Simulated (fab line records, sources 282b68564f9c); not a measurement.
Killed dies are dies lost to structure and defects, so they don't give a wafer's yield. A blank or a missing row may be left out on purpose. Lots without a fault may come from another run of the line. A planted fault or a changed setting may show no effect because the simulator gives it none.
fab line records | flow rit_cmos
record lots=13 wafers=39 last_day=7
route steps=202 shown M1@184
lots that met no fault: from a run of the same line without faults
start_h: hours from the record's first day to the start of the lot's first wafer shown | wait_h: hours since the lot's step before | " the same as in the row above | L1.1+2: a row that stands for several wafers | - no value, or no start given | * or withheld: withheld | < > ~ a bound
route shown NAME@n: a module of which the file shows steps, and the number in the route of the first | usual: mean/standard deviation of fault-free wafers | same: alike in all rows | chamber/n: place in a boat | sites: the reading at each site | _std_site: their standard deviation | _edge_site: outer sites' mean less inner sites' | radius_mm: how far each site lies from the wafer's centre | mask NAME#n: copy n | behind: the tool/chamber that last shaped the wafer | hold: why the lot was held/for how many hours/how that ended | device: the transistor (n, p or np) that didn't switch | end of line: the same wafers' tests at the end of the route | a step without rows: its recipe alone | killed: dies lost to structure and defects at the first sort, not the wafer's yield | map: a wafer's dies, x killed, . not, _ none there
set.NAME: the setting as run; set.NAME@STEP: as run at that earlier step | model.NAME: the simulator's own value behind a step, which no gauge read
steps of the route over a sample of lots; a table a step, a row a wafer
services: from which hour (start_h, from the record's first day; less than 0 if before it) a tool's chamber was out of use, for how many hours, and why
## steps
# step RIT_M1_SPUTTER_00
# recipe material=Al target_thk_nm=400 power_w=1940 chamber_pressure_pa=0.4 gas=Ar time_s=500 substrate_temp_c=25
# usual cathode_dc_power_W=1940.0/0.37 throttle_valve_pct=30.2/1.3
# columns lot.wafer tool chamber start_h wait_h cathode_dc_power_W throttle_valve_pct
L862.1 pvd_sputter-03 - 58.13 0.0 1939.9 31.6
L862.2 " - " " 1939.6 31.6
L862.5 " - " " 1940.1 31.7
L863.3 pvd_sputter-01 - 61.13 0.0 1940.3 28.6
L863.4 " - " " 1939.4 30.3
L863.5 " - " " 1940.1 30.5
L864.1 pvd_sputter-03 - 64.98 0.0 1940.4 29.6
L864.2 " - " " 1939.5 31.6
L864.6 " - " " 1940.3 31.5
L867.1 pvd_sputter-01 - 80.99 0.0 1940.3 30.0
L867.2 " - " " 1940.1 30.6
L867.5 " - " " 1939.8 30.1
L869.1 pvd_sputter-04 - 94.26 0.0 1940.0 27.6
L869.2 " - " " 1939.6 28.0
L869.5 " - " " 1940.1 27.9
L873.2 pvd_sputter-03 - 114.35 0.0 1940.2 31.8
L873.5 " - " " 1939.3 31.8
L873.6 " - " " 1940.9 30.5
L874.4 pvd_sputter-01 - 116.86 0.0 1939.8 30.6
L874.5 " - " " 1940.0 30.4
L874.6 " - " " 1939.8 30.2
L875.1 pvd_sputter-04 - 124.89 0.0 1940.0 27.8
L875.4 " - " " 1940.4 27.3
L875.6 " - " " 1940.3 29.6
L877.1 pvd_sputter-04 - 130.43 0.0 1939.8 27.7
L877.5 " - " " 1940.2 27.7
L877.6 " - " " 1939.7 32.0
L879.2 pvd_sputter-01 - 145.44 0.0 1940.1 30.1
L879.3 " - " " 1940.5 28.5
L879.6 " - " " 1939.4 30.2
L880.3 pvd_sputter-01 - 151.11 0.0 1939.8 30.4
L880.4 " - " " 1940.4 30.5
L880.5 " - " " 1940.0 30.3
L882.2 pvd_sputter-04 - 158.15 0.0 1940.3 29.7
L882.4 " - " " 1939.8 32.0
L882.5 " - " " 1940.2 29.9
L885.1 pvd_sputter-04 - 172.59 0.0 1940.4 27.9
L885.3 " - " " 1940.6 31.9
L885.4 " - " " 1940.6 27.5
# step RIT_M1_RS_MEAS_01
# recipe thk_meas_gauge=four-point-probe reads=Al_of_M1_SPUTTER_00
# usual M1_AL_RS=0.0753/0.00067
# columns lot.wafer tool chamber start_h wait_h M1_AL_RS[ohm/sq]
L862.1 film_metro-04 - 58.42 0.1 0.0762
L862.2 " - " " 0.0760
L862.5 " - " " 0.0756
L863.3 film_metro-02 - 61.47 0.2 0.0759
L863.4 " - " " 0.0754
L863.5 " - " " 0.0749
L864.1 film_metro-02 - 65.28 0.1 0.0759
L864.2 " - " " 0.0762
L864.6 " - " " 0.0754
L867.1 film_metro-04 - 81.29 0.1 0.0748
L867.2 " - " " 0.0746
L867.5 " - " " 0.0752
L869.1 film_metro-04 - 94.55 0.1 0.0761
L869.2 " - " " 0.0754
L869.5 " - " " 0.0756
L873.2 film_metro-04 - 114.67 0.2 0.0750
L873.5 " - " " 0.0700
L873.6 " - " " 0.0745
L874.4 film_metro-02 - 117.21 0.2 0.0753
L874.5 " - " " 0.0757
L874.6 " - " " 0.0752
L875.1 film_metro-04 - 125.18 0.1 0.0766
L875.4 " - " " 0.0769
L875.6 " - " " 0.0765
L877.1 film_metro-02 - 130.73 0.1 0.0761
L877.5 " - " " 0.0770
L877.6 " - " " 0.0752
L879.2 film_metro-03 - 145.76 0.2 0.0751
L879.3 " - " " 0.0754
L879.6 " - " " 0.0752
L880.3 film_metro-03 - 151.45 0.2 0.0758
L880.4 " - " " 0.0758
L880.5 " - " " 0.0756
L882.2 film_metro-02 - 158.46 0.2 0.0748
L882.4 " - " " 0.0738
L882.5 " - " " 0.0746
L885.1 film_metro-03 - 172.89 0.1 0.0758
L885.3 " - " " 0.0743
L885.4 " - " " 0.0758
# step RIT_M1_THK_MEAS_02
# recipe thk_meas_gauge=xrf reads=Al_of_M1_SPUTTER_00
# usual M1_AL_THK=385/4.8
# columns lot.wafer tool chamber start_h wait_h M1_AL_THK[nm]
L862.1 film_metro-04 - 58.54 0.1 377
L862.2 " - " " 376
L862.5 " - " " 381
L863.3 film_metro-02 - 61.57 0.1 384
L863.4 " - " " 388
L863.5 " - " " 389
L864.1 film_metro-02 - 65.40 0.1 384
L864.2 " - " " 382
L864.6 " - " " 384
L867.1 film_metro-04 - 81.41 0.1 384
L867.2 " - " " 385
L867.5 " - " " 382
L869.1 film_metro-04 - 94.67 0.1 378
L869.2 " - " " 382
L869.5 " - " " 379
L873.2 film_metro-04 - 114.78 0.1 383
L873.5 " - " " 412
L873.6 " - " " 386
L874.4 film_metro-02 - 117.30 0.1 389
L874.5 " - " " 386
L874.6 " - " " 383
L875.1 film_metro-04 - 125.30 0.1 375
L875.4 " - " " 372
L875.6 " - " " 374
L877.1 film_metro-02 - 130.85 0.1 383
L877.5 " - " " 378
L877.6 " - " " 387
L879.2 film_metro-03 - 145.87 0.1 389
L879.3 " - " " 386
L879.6 " - " " 387
L880.3 film_metro-03 - 151.55 0.1 386
L880.4 " - " " 384
L880.5 " - " " 385
L882.2 film_metro-02 - 158.57 0.1 390
L882.4 " - " " 397
L882.5 " - " " 390
L885.1 film_metro-03 - 173.01 0.1 383
L885.3 " - " " 394
L885.4 " - " " 386
# step RIT_M1_METAL_ETCH_12
# recipe stop_on=SiO2 chemistry=Cl2/BCl3 target=Al time_s=165 over_etch_frac=0.5 pressure_mtorr=103.9 target_depth_a=6000 rf_w=250 Cl2_flow_sccm=60 bcl3_flow_sccm=50
# usual drypump_motor_current_A=5.6/0.56 mfc_cl2_sccm=60.02/0.18 oes_product_au=0.764/0.0084 throttle_valve_pct=8.05/0.052
# same over_etch_frac=0.5
# columns lot.wafer tool chamber start_h wait_h drypump_motor_current_A mfc_cl2_sccm oes_product_au rf_hours_counter_h throttle_valve_pct
L862.1 rie_metal-04 1 60.02 0.2 5.5 60.03 0.752 4 8.06
L862.2 " 0 " " 5.3 60.20 0.747 4 8.07
L862.5 " 0 " " 5.4 60.17 0.747 - 8.07
L863.3 rie_metal-01 0 63.23 0.2 6.4 60.03 0.764 - 8.10
L863.4 " 1 " " 6.5 59.87 0.779 - 7.90
L863.5 " 0 " " 6.4 59.96 0.772 - 8.08
L864.1 rie_metal-02 1 66.90 0.2 5.3 60.01 0.765 2 8.03
L864.2 " 0 " " 4.9 60.13 0.766 2 8.08
L864.6 " 0 " " 4.9 60.37 0.768 - 8.06
L867.1 rie_metal-02 0 82.75 0.2 4.9 60.26 0.769 3 8.07
L867.2 " 1 " " 5.3 59.69 0.773 3 8.02
L867.5 " 1 " " 5.3 60.23 0.768 - 8.04
L869.1 rie_metal-01 0 96.16 0.2 6.4 59.84 0.769 38 8.10
L869.2 " 1 " " 6.4 59.83 0.769 33 7.93
L869.5 " 0 " " 6.4 59.82 0.761 - 8.10
L873.2 rie_metal-02 0 116.24 0.2 4.9 59.96 0.766 3 8.06
L873.5 " 1 " " 5.3 60.11 0.790 - 8.02
L873.6 " 0 " " 4.9 60.10 0.771 - 8.07
L874.4 rie_metal-04 1 118.83 0.1 5.4 59.94 0.754 - 8.05
L874.5 " 1 " " 5.4 60.02 0.760 - 8.05
L874.6 " 0 " " 5.3 60.15 0.756 - 8.06
L875.1 rie_metal-01 0 126.65 0.2 6.4 59.70 0.762 38 8.11
L875.4 " 0 " " 6.4 60.07 0.756 - 8.11
L875.6 " 0 " " 6.4 60.05 0.769 - 8.10
L877.1 rie_metal-04 1 132.20 0.2 5.5 59.73 0.757 5 8.03
L877.5 " 1 " " 5.4 59.77 0.746 - 8.06
L877.6 " 0 " " 5.4 59.86 0.765 - 8.06
L879.2 rie_metal-04 1 147.29 0.2 5.4 60.34 0.757 5 8.05
L879.3 " 0 " " 5.3 59.82 0.761 - 8.07
L879.6 " 0 " " 5.3 59.93 0.752 - 8.04
L880.3 rie_metal-04 0 152.93 0.2 5.3 60.17 0.752 - 8.07
L880.4 " 1 " " 5.5 59.88 0.754 - 8.04
L880.5 " 0 " " 5.3 60.21 0.746 - 8.06
L882.2 rie_metal-01 0 159.91 0.2 6.4 60.26 0.778 0 8.10
L882.4 " 1 " " 6.5 60.01 0.769 - 7.93
L882.5 " 0 " " 6.4 59.94 0.771 - 8.10
L885.1 rie_metal-04 1 174.48 0.2 5.4 59.93 0.756 6 8.06
L885.3 " 0 " " 5.3 59.79 0.761 - 8.07
L885.4 " 1 " " 5.5 59.82 0.756 - 8.06
## services
# columns tool chamber start_h hours kind
pvd_sputter-04 - 47.80 1.7 repair
rie_metal-01 1 77.37 4.8 repair
rie_metal-01 - 85.28 2.8 pm
pvd_sputter-04 - 92.36 1.4 repair
pvd_sputter-01 - 111.26 4.3 repair
rie_metal-01 - 136.12 20.0 pm
rie_metal-01 0 136.12 20.0 vent_cycle
rie_metal-01 1 136.12 20.0 vent_cycle
rie_metal-01 0 156.12 - clean
rie_metal-01 1 156.12 - clean
rie_metal-02 - 170.45 0.9 repair
rie_metal-01 1 173.01 4.3 repair
## key
first_sign step=RIT_M1_RS_MEAS_01 reading=M1_AL_RS direction=down sigmas=7.9 usual=0.0753 struck=0.0700
effect step=RIT_M1_THK_MEAS_02 reading=M1_AL_THK direction=up sigmas=5.6 usual=385 struck=412
effect step=RIT_M1_METAL_ETCH_12 reading=oes_product_au direction=up sigmas=3.1 usual=0.764 struck=0.790
met_at RIT_M1_SPUTTER_00
struck_lots L873
struck_wafers L873.5
onset_between 64.98 114.35
fault kind=process_parameter_drift tool=pvd_sputter-03 chamber=- onset_h=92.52 steps=RIT_M1_SPUTTER_00 channel=time_s offset=* shape=step end_h=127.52 stated=* scope=struck_wafers_only
